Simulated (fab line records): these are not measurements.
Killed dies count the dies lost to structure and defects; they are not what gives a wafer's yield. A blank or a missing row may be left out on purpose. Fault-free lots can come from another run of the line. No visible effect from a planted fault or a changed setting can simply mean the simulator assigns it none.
fab line records ; flow berkeleyCmos170
record: lots: 11; wafers: 33; lastDay: 11
route steps=331 shown NWELL@19 PWELL@37 GATE@130 PSD@182
lots that met no fault: taken from a fault-free run of the same line
startH: hours from the record's first day to the start of the lot's first wafer shown ; waitH: hours since the lot's step before ; " repeats the value in the row above ; L1.1+2: several wafers, shown together as one row ; - no value present, or no start provided ; * or withheld: withheld ; < > ~ a bound
route shown NAME@n: a module of which the file shows steps, and the number in the route of the first ; usual: mean/standard deviation taken from wafers without a fault ; same: alike in all rows ; chamber/n: place in a boat ; sites: each site's reading ; _std_site: how widely they spread, as a standard deviation ; _edge_site: the outer-site mean with the inner-site mean subtracted ; radiusMm: for every site, how far away it sits from the centre of the wafer ; mask NAME#n: copy n ; behind: tool/chamber where the wafer was last shaped ; hold: why the lot went on hold/how many hours it stayed there/how the hold came to an end ; device: whichever transistor did not switch (one of n, p or np) ; end of line: the tests these same wafers got at the end of their route ; a step without rows: its recipe alone ; killed: count of dies lost to structure and defects at first sort (not the wafer's yield) ; map: a wafer's dies, marking killed ones x, the rest . and places with no die _
set.NAME: the setting the step ran with; set.NAME@STEP: the setting that earlier step ran with ; model.NAME: the simulator's own value behind a step, which no gauge read
one table for each step of the route and one row for each wafer, over a sample of lots
services: from which hour (startH, from the record's first day; less than 0 if before it) a tool's chamber was out of use, for how many hours, and why
== steps ==
step: UCB170_NWELL_THK_MEAS_05
recipe: reads: Si3N4_of_NWELL_CVD_04
usual: NWELL_NITRIDE_THK: 224.1/2.5
lot.wafer;tool;chamber;startH;waitH;NWELL_NITRIDE_THK[nm]
L158.2;filmMetro-04;-;33.49;0.0;222.3
L158.3;filmMetro-04;-;33.49;0.0;222.5
L158.5;filmMetro-04;-;33.49;0.0;222.8
L159.2;filmMetro-01;-;41.85;0.0;226.4
L159.5;filmMetro-01;-;41.85;0.0;227.1
L159.6;filmMetro-01;-;41.85;0.0;226.2
L160.2;filmMetro-02;-;41.85;0.0;227.2
L160.3;filmMetro-02;-;41.85;0.0;224.8
L160.5;filmMetro-02;-;41.85;0.0;225.7
L161.1;filmMetro-01;-;51.96;0.0;225.4
L161.2;filmMetro-01;-;51.96;0.0;225.0
L161.6;filmMetro-01;-;51.96;0.0;226.7
L163.1;filmMetro-01;-;66.74;0.0;229.3
L163.2;filmMetro-01;-;66.74;0.0;228.5
L163.5;filmMetro-01;-;66.74;0.0;227.7
L162.2;filmMetro-02;-;66.75;0.0;224.7
L162.4;filmMetro-02;-;66.75;0.0;225.0
L162.5;filmMetro-02;-;66.75;0.0;224.6
L165.1;filmMetro-01;-;79.66;0.0;222.0
L165.3;filmMetro-01;-;79.66;0.0;222.1
L165.5;filmMetro-01;-;79.66;0.0;220.4
L164.3;filmMetro-04;-;79.68;0.0;224.1
L164.5;filmMetro-04;-;79.68;0.0;224.2
L164.6;filmMetro-04;-;79.68;0.0;223.5
L166.2;filmMetro-01;-;84.09;0.0;221.8
L166.5;filmMetro-01;-;84.09;0.0;224.8
L166.6;filmMetro-01;-;84.09;0.0;225.7
L170.1;filmMetro-01;-;97.88;0.0;220.2
L170.3;filmMetro-01;-;97.88;0.0;221.0
L170.4;filmMetro-01;-;97.88;0.0;221.7
L173.1;filmMetro-01;-;107.15;0.0;221.9
L173.4;filmMetro-01;-;107.15;0.0;223.5
L173.5;filmMetro-01;-;107.15;0.0;224.6
step: UCB170_PWELL_THK_MEAS_03
recipe: reads: SiO2_of_PWELL_OXIDATION_02
usual: PWELL_OXIDE_THK: 26.4/0.45
lot.wafer;tool;chamber;startH;waitH;PWELL_OXIDE_THK[nm]
L158.2;filmMetro-01;-;44.27;0.0;26.1
L158.3;filmMetro-01;-;44.27;0.0;26.3
L158.5;filmMetro-01;-;44.27;0.0;26.4
L159.2;filmMetro-01;-;57.02;0.0;27.6
L159.5;filmMetro-01;-;57.02;0.0;27.3
L159.6;filmMetro-01;-;57.02;0.0;27.2
L160.2;filmMetro-03;-;57.02;0.0;26.8
L160.3;filmMetro-03;-;57.02;0.0;26.6
L160.5;filmMetro-03;-;57.02;0.0;27.3
L161.1;filmMetro-01;-;70.65;0.0;26.5
L161.2;filmMetro-01;-;70.65;0.0;26.5
L161.6;filmMetro-01;-;70.65;0.0;26.7
L163.1;filmMetro-04;-;80.86;0.0;26.3
L163.2;filmMetro-04;-;80.86;0.0;26.1
L163.5;filmMetro-04;-;80.86;0.0;26.3
L162.2;filmMetro-01;-;80.87;0.0;26.9
L162.4;filmMetro-01;-;80.87;0.0;26.3
L162.5;filmMetro-01;-;80.87;0.0;26.9
L165.1;filmMetro-01;-;93.92;0.0;26.3
L165.3;filmMetro-01;-;93.92;0.0;26.4
L165.5;filmMetro-01;-;93.92;0.0;25.8
L164.3;filmMetro-04;-;93.94;0.0;26.5
L164.5;filmMetro-04;-;93.94;0.0;26.1
L164.6;filmMetro-04;-;93.94;0.0;26.6
L166.2;filmMetro-04;-;103.59;0.1;25.6
L166.5;filmMetro-04;-;103.59;0.1;26.2
L166.6;filmMetro-04;-;103.59;0.1;26.1
L170.1;filmMetro-04;-;110.72;0.0;26.4
L170.3;filmMetro-04;-;110.72;0.0;26.3
L170.4;filmMetro-04;-;110.72;0.0;26.9
L173.1;filmMetro-04;-;121.25;0.0;26.1
L173.4;filmMetro-04;-;121.25;0.0;25.9
L173.5;filmMetro-04;-;121.25;0.0;26.3
step: UCB170_GATE_CVD_04
recipe: material: poly-Si; tempC: 610; precursor: SiH4; timeS: 1440; pressureMtorr: 375; targetThkNm: 214; sih4FlowSccm: 120
lot.wafer;tool;chamber;startH;waitH
L158.2+3+5;lpcvd-01;0;139.30;1.3
L159.2+5+6;lpcvd-02;1;161.59;0.0
L160.2+3+5;lpcvd-02;1;161.59;0.0
L161.1+2+6;lpcvd-01;0;170.58;0.0
L162.2+4+5;lpcvd-01;1;170.58;0.0
L163.1+2+5;lpcvd-01;0;170.58;0.0
L164.3+5+6;lpcvd-01;1;192.98;2.3
L165.1+3+5;lpcvd-01;0;192.98;2.3
L166.2+5+6;lpcvd-02;1;211.38;0.0
L170.1+3+4;lpcvd-02;1;211.38;0.0
L173.1+4+5;lpcvd-02;1;211.38;0.0
step: UCB170_GATE_THK_MEAS_05
recipe: reads: poly-Si_of_GATE_CVD_04
usual: GATE_POLY_THK: 216.1/2
lot.wafer;tool;chamber;startH;waitH;GATE_POLY_THK[nm]
L158.2;filmMetro-03;-;140.77;0.1;217.4
L158.3;filmMetro-03;-;140.77;0.1;215.3
L158.5;filmMetro-03;-;140.77;0.1;217.0
L159.2;filmMetro-03;-;163.07;0.1;218.9
L159.5;filmMetro-03;-;163.07;0.1;218.6
L159.6;filmMetro-03;-;163.07;0.1;217.0
L160.2;filmMetro-02;-;163.09;0.1;215.0
L160.3;filmMetro-02;-;163.09;0.1;214.7
L160.5;filmMetro-02;-;163.09;0.1;214.2
L161.1;filmMetro-01;-;171.98;0.0;215.2
L161.2;filmMetro-01;-;171.98;0.0;215.8
L161.6;filmMetro-01;-;171.98;0.0;213.1
L163.1;filmMetro-03;-;171.98;0.0;216.7
L163.2;filmMetro-03;-;171.98;0.0;218.4
L163.5;filmMetro-03;-;171.98;0.0;217.6
L162.2;filmMetro-02;-;172.00;0.0;213.0
L162.4;filmMetro-02;-;172.00;0.0;215.4
L162.5;filmMetro-02;-;172.00;0.0;214.0
L165.1;filmMetro-03;-;194.38;0.0;185.2
L165.3;filmMetro-03;-;194.38;0.0;186.8
L165.5;filmMetro-03;-;194.38;0.0;184.7
L164.3;filmMetro-02;-;194.40;0.0;189.1
L164.5;filmMetro-02;-;194.40;0.0;189.2
L164.6;filmMetro-02;-;194.40;0.0;188.6
L166.2;filmMetro-01;-;212.97;0.2;216.3
L166.5;filmMetro-01;-;212.97;0.2;213.6
L166.6;filmMetro-01;-;212.97;0.2;215.8
L170.1;filmMetro-01;-;213.14;0.4;218.0
L170.3;filmMetro-01;-;213.14;0.4;215.9
L170.4;filmMetro-01;-;213.14;0.4;216.3
L173.1;filmMetro-01;-;213.20;0.4;211.1
L173.4;filmMetro-01;-;213.20;0.4;211.0
L173.5;filmMetro-01;-;213.20;0.4;211.1
step: UCB170_GATE_ETCH_15
recipe: chemistry: HBr/Cl2; target: poly-Si; stopOn: SiO2; overEtchFrac: 0.3; icpW: 300; biasW: 150; timeS: 56.3; pressureMtorr: 15; HBr_flow_sccm: 150; Cl2_flow_sccm: 50; targetDepthA: 2782
usual: chamberPressureMTorr: 15.002/0.013; drypumpMotorCurrentA: 5.9/0.53; oesProductAu: 0.830/0.011; throttleValvePct: 26.49/0.25
lot.wafer;tool;chamber;startH;waitH;chamberPressureMTorr;drypumpMotorCurrentA;oesProductAu;rfHoursCounterH;throttleValvePct
L158.2;rieSi-01;3;144.10;-;15.001;5.9;0.837;1;26.08
L158.3;rieSi-01;0;144.10;-;15.027;4.9;0.822;0;26.87
L158.5;rieSi-01;0;144.10;-;14.981;4.9;0.832;-;26.87
L159.2;rieSi-01;3;164.16;-;15.019;5.9;0.851;1;26.10
L159.5;rieSi-01;1;164.16;-;15.007;6.1;0.829;-;26.31
L159.6;rieSi-01;0;164.16;-;15.007;4.9;0.825;-;26.88
L160.2;rieSi-02;0;164.43;-;14.995;6.4;0.840;42;26.62
L160.3;rieSi-02;3;164.43;-;15.007;6.2;0.819;45;26.14
L160.5;rieSi-02;0;164.43;-;14.992;6.4;0.835;-;26.61
L163.1;rieSi-01;2;173.87;-;14.996;6.3;0.823;0;26.57
L163.2;rieSi-01;0;173.87;-;15.007;4.9;0.835;1;26.87
L163.5;rieSi-01;0;173.87;-;15.001;4.9;0.833;-;26.86
L161.1;rieSi-02;0;174.03;-;15.002;6.4;0.841;42;26.61
L161.2;rieSi-02;1;174.03;-;15.013;5.7;0.838;1;26.66
L161.6;rieSi-02;1;174.03;-;15.006;5.8;0.828;-;26.67
L162.2;rieSi-01;3;174.20;-;15.027;6.0;0.819;1;26.09
L162.4;rieSi-01;1;174.20;-;14.991;6.2;0.822;14;26.33
L162.5;rieSi-01;2;174.20;-;14.993;6.3;0.816;-;26.59
L164.3;rieSi-02;1;195.48;-;15.008;5.7;0.764;1;26.67
L164.5;rieSi-02;2;195.48;-;15.015;5.0;0.761;-;26.56
L164.6;rieSi-02;1;195.48;-;15.013;5.7;0.770;-;26.67
L165.1;rieSi-01;0;195.78;-;15.013;4.9;0.747;1;26.87
L165.3;rieSi-01;3;195.78;-;14.999;6.0;0.763;1;26.11
L165.5;rieSi-01;1;195.78;-;14.977;6.1;0.738;-;26.33
L166.2;rieSi-01;3;214.78;-;15.002;6.0;0.843;1;26.09
L166.5;rieSi-01;2;214.78;-;15.017;6.3;0.814;-;26.58
L166.6;rieSi-01;1;214.78;-;14.987;6.1;0.816;-;26.31
L170.1;rieSi-02;3;215.20;-;14.992;6.1;0.834;46;26.12
L170.3;rieSi-02;2;215.20;-;15.000;5.1;0.817;53;26.58
L170.4;rieSi-02;0;215.20;-;15.035;6.4;0.840;43;26.62
L173.1;rieSi-01;2;215.32;-;14.990;6.3;0.813;0;26.59
L173.4;rieSi-01;1;215.32;-;14.989;6.1;0.816;15;26.33
L173.5;rieSi-01;2;215.32;-;15.024;6.3;0.814;-;26.58
step: UCB170_PSD_OVL_MEAS_07
usual: PSD_OVL: -2/6
lot.wafer;tool;chamber;startH;waitH;PSD_OVL[nm]
L158.2;overlay-02;-;160.40;0.1;3
L158.3;overlay-02;-;160.40;0.1;3
L158.5;overlay-02;-;160.40;0.1;-2
L159.2;overlay-01;-;175.09;0.1;3
L159.5;overlay-01;-;175.09;0.1;-2
L159.6;overlay-01;-;175.09;0.1;-1
L160.2;overlay-01;-;175.37;0.1;11
L160.3;overlay-01;-;175.37;0.1;11
L160.5;overlay-01;-;175.37;0.1;0
L163.1;overlay-01;-;185.12;0.1;3
L163.2;overlay-01;-;185.12;0.1;6
L163.5;overlay-01;-;185.12;0.1;7
L161.1;overlay-01;-;185.39;0.1;2
L161.2;overlay-01;-;185.39;0.1;4
L161.6;overlay-01;-;185.39;0.1;-2
L162.2;overlay-01;-;185.62;0.1;-10
L162.4;overlay-01;-;185.62;0.1;0
L162.5;overlay-01;-;185.62;0.1;3
L164.3;overlay-01;-;208.51;0.1;0
L164.5;overlay-01;-;208.51;0.1;0
L164.6;overlay-01;-;208.51;0.1;8
L165.1;overlay-01;-;208.70;0.1;4
L165.3;overlay-01;-;208.70;0.1;11
L165.5;overlay-01;-;208.70;0.1;8
L166.2;overlay-01;-;228.50;0.1;-3
L166.5;overlay-01;-;228.50;0.1;-1
L166.6;overlay-01;-;228.50;0.1;-3
L170.1;overlay-01;-;229.14;0.1;1
L170.3;overlay-01;-;229.14;0.1;-9
L170.4;overlay-01;-;229.14;0.1;-15
L173.1;overlay-02;-;229.16;0.1;3
L173.4;overlay-02;-;229.16;0.1;-1
L173.5;overlay-02;-;229.16;0.1;0
== services ==
tool;chamber;startH;hours;kind
rieSi-01;3;147.33;13.8;repair
rieSi-01;-;196.80;0.6;repair
== key ==
firstSign: step: UCB170_GATE_THK_MEAS_05; reading: GATE_POLY_THK; direction: down; sigmas: 14; usual: 216.1; struck: 187.3
effect: step: UCB170_GATE_ETCH_15; reading: oesProductAu; direction: down; sigmas: 6.9; usual: 0.830; struck: 0.757
metAt UCB170_GATE_CVD_04
struckLots L164,L165
testerLeftOut L164,L165
notActingAt UCB170_NWELL_THK_MEAS_05,UCB170_PWELL_THK_MEAS_03,UCB170_PSD_OVL_MEAS_07
onsetBetween 170.58 192.98
fault: kind: processParameterDrift; tool: lpcvd-01; chamber: -; onsetH: 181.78; steps: UCB170_GATE_CVD_04; channel: targetThkNm; offset: -27.82; shape: step; endH: 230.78; actsIn: theseRecipesOnly; stated: 214
testerLeftOut: of these lots the tester's yield and bins aren't shown, on N5 and GAA mostly nor the transistor test; their killed dies are dies lost to structure and defects alone, not to doping, threshold or leakage, so they don't give the yield
